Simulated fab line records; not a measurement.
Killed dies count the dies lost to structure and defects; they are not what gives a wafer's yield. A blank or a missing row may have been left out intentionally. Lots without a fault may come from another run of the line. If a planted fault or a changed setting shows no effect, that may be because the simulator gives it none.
Comparing a struck lot with a sound one / flow ritCmos / 30 out of 202 route steps
Sound: wafers L464.1, L464.2, L464.3. Wafers struck: L469.1, L469.4, L469.6. The cause comes at the end.
Each step with rows lists, per side, the tool, then ch with its chambers, then its first start. Under that, the readings that differ: sound wafers / struck wafers / difference of the means / sigmas: that difference in standard deviations of wafers without a fault.
alike: a reading whose means differ by less than 2 such deviations, as well as words and numbers matching on both sides. not compared: withheld readings; readings where some wafer has no value; bounds like >300 that might hide an equal value; numbers whose values overlap and for which the record gives no deviation.
A row with sigmas, a row that says differs or no value, or rows on one side alone: a step with any of these is where the two part. When numbers do not overlap yet have no deviation, they are printed without sigmas and do not part them. A reading missing from all wafers of one side parts the sides only when that side holds two or more wafers.

RIT_FOX2_THK_MEAS_01:
  sound on filmMetro-01, day 2 15:58; struck on filmMetro-04, day 3 16:04
  alike: FOX2_OXIDE_THK
then, 2 steps without rows for these wafers: RIT_FOX2_CLEAN_02 (cleans in dHF, time 180 s); RIT_FOX2_WET_ETCH_03 (etches Si3N4 in H3PO4, target depth 195 nm, time 2700 s).
RIT_FOX2_THK_MEAS_90:
  sound on filmMetro-01, day 2 16:55; struck on filmMetro-01, day 3 17:01
  alike: FIELD_OXIDE_LEFT_1_THK
then, 6 steps without rows for these wafers: RIT_NWELL_HMDS_00 (prime time 60 s); RIT_NWELL_COAT_01 (resist thk 1300 nm); RIT_NWELL_SOFTBAKE_02 (time 60 s); RIT_NWELL_EXPOSE_03 (exposes mask M2, target cd 43900 nm); RIT_NWELL_PEB_04; RIT_NWELL_DEVELOP_05 (develop time 68 s).
RIT_NWELL_OVL_MEAS_06:
  sound on overlay-01, day 2 17:59; struck on overlay-01, day 3 17:58
  alike: NWELL_OVL
then, 1 step without rows for these wafers: RIT_NWELL_HARDBAKE_07 (time 120 s).
RIT_NWELL_IMPLANT_08:
  sound on implanter-02 ch 0, day 2 18:16; struck on implanter-02 ch 0, day 3 18:15
reading=doseIonsCm2; sound=5.001e+13 5.006e+13 5.012e+13; struck=6.51e+13 6.507e+13 6.502e+13; difference=+1.50e+13; sigmas=+99 or more
reading=faradayCurrentUA; sound=154 160 161; struck=202 207 204; difference=+46; sigmas=+14
RIT_NWELL_STRIP_09: strips in O2, time 180 s.
  sound on plasmaAsher-04 ch 0,1, day 2 18:25; struck on plasmaAsher-02 ch 1, day 3 18:24
  alike: drypumpMotorCurrentA
  not compared: rfHoursCounterH
RIT_NWELL_TW_MEAS_10:
  sound on filmMetro-03, day 2 18:35; struck on filmMetro-01, day 3 18:34
reading=NWELL_TW; sound=2132 2141 2149; struck=2309 2323 2316; difference=+175; sigmas=+18
then, 6 steps without rows for these wafers: RIT_PWELL_HMDS_00 (prime time 60 s); RIT_PWELL_COAT_01 (resist thk 1300 nm); RIT_PWELL_SOFTBAKE_02 (time 60 s); RIT_PWELL_EXPOSE_03 (exposes mask M3, target cd 43700 nm); RIT_PWELL_PEB_04; RIT_PWELL_DEVELOP_05 (develop time 68 s).
RIT_PWELL_OVL_MEAS_06:
  sound on overlay-01, day 2 19:40; struck on overlay-02, day 3 19:38
  alike: PWELL_OVL
then, 2 steps without rows for these wafers: RIT_PWELL_HARDBAKE_07 (time 120 s); RIT_PWELL_IMPLANT_08.
RIT_PWELL_STRIP_09: strips in O2, time 180 s.
  sound on plasmaAsher-03 ch 0,1, day 2 20:05; struck on plasmaAsher-04 ch 0,1, day 3 20:05
  alike: drypumpMotorCurrentA
  not compared: rfHoursCounterH
RIT_PWELL_TW_MEAS_10:
  sound on filmMetro-01, day 2 20:16; struck on filmMetro-03, day 3 20:16
  alike: PWELL_TW
then, 1 step without rows for these wafers: RIT_WELLDRIVE_ANNEAL_00 (time 14700 s).
RIT_WELLDRIVE_RS_MEAS_01: measures by four-point-probe.
  sound on filmMetro-03, day 3 02:25; struck on filmMetro-01, day 4 01:29
reading=NWELL_RS (ohm/sq); sound=275.4 276.0 274.7; struck=234.6 234.8 234.3; difference=-40.8; sigmas=-45
RIT_WELLDRIVE_RS_MEAS_02: measures by four-point-probe.
  sound on filmMetro-03, day 3 02:32; struck on filmMetro-01, day 4 01:36
  alike: PWELL_RS
RIT_M1_PROBE_99:
  sound on prober-02, day 4 13:15; struck on prober-01, day 5 12:13
reading=model.etest.pmos_0p3.rOnOhmUm; sound=6084 5990 6149; struck=6796 6707 6650; difference=+643; sigmas=
reading=model.etest.pmosTurned.rOnOhmUm; sound=3306 3188 3285; struck=3765 3620 3700; difference=+435; sigmas=
reading=model.etest.nwellPinched.rsOhmSq; sound=339.5 339.1 338.6; struck=282.4 283.5 281.7; difference=-56.5; sigmas=
reading=model.etest.wellEdgeRight.lineOhmUm; sound=183.3 183.1 184.1; struck=149.5 150.4 150.3; difference=-33.4; sigmas=
reading=model.etest.wellEdgeLeft.lineOhmUm; sound=184.4 181.8 181.7; struck=149.4 151.1 152.7; difference=-31.6; sigmas=
reading=model.etest.pmos_0p15.driveUaUm; sound=265.3 271.2 264.6; struck=227 239.8 232.4; difference=-34; sigmas=
reading=model.etest.pmosTurned.driveUaUm; sound=204.1 210.4 202.8; struck=163.1 169.2 169.5; difference=-38.5; sigmas=
reading=model.etest.pmos_0p3.driveUaUm; sound=105.7 107.6 105.2; struck=88.21 90.4 90.48; difference=-16.47; sigmas=
  alike: killedAtContacts, killedAtFrontEnd, killedDies, killedOpen, killedShort

## WHERE THEY PART
First at RIT_NWELL_IMPLANT_08; last, within this record, at RIT_WELLDRIVE_RS_MEAS_01. Later steps at which nothing parts them and some readings are alike: RIT_WELLDRIVE_RS_MEAS_02, RIT_M1_PROBE_99.

WHY: what the simulator had put in
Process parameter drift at RIT_NWELL_IMPLANT_08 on implanter-02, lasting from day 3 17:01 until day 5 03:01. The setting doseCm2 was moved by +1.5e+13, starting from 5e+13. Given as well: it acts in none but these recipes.
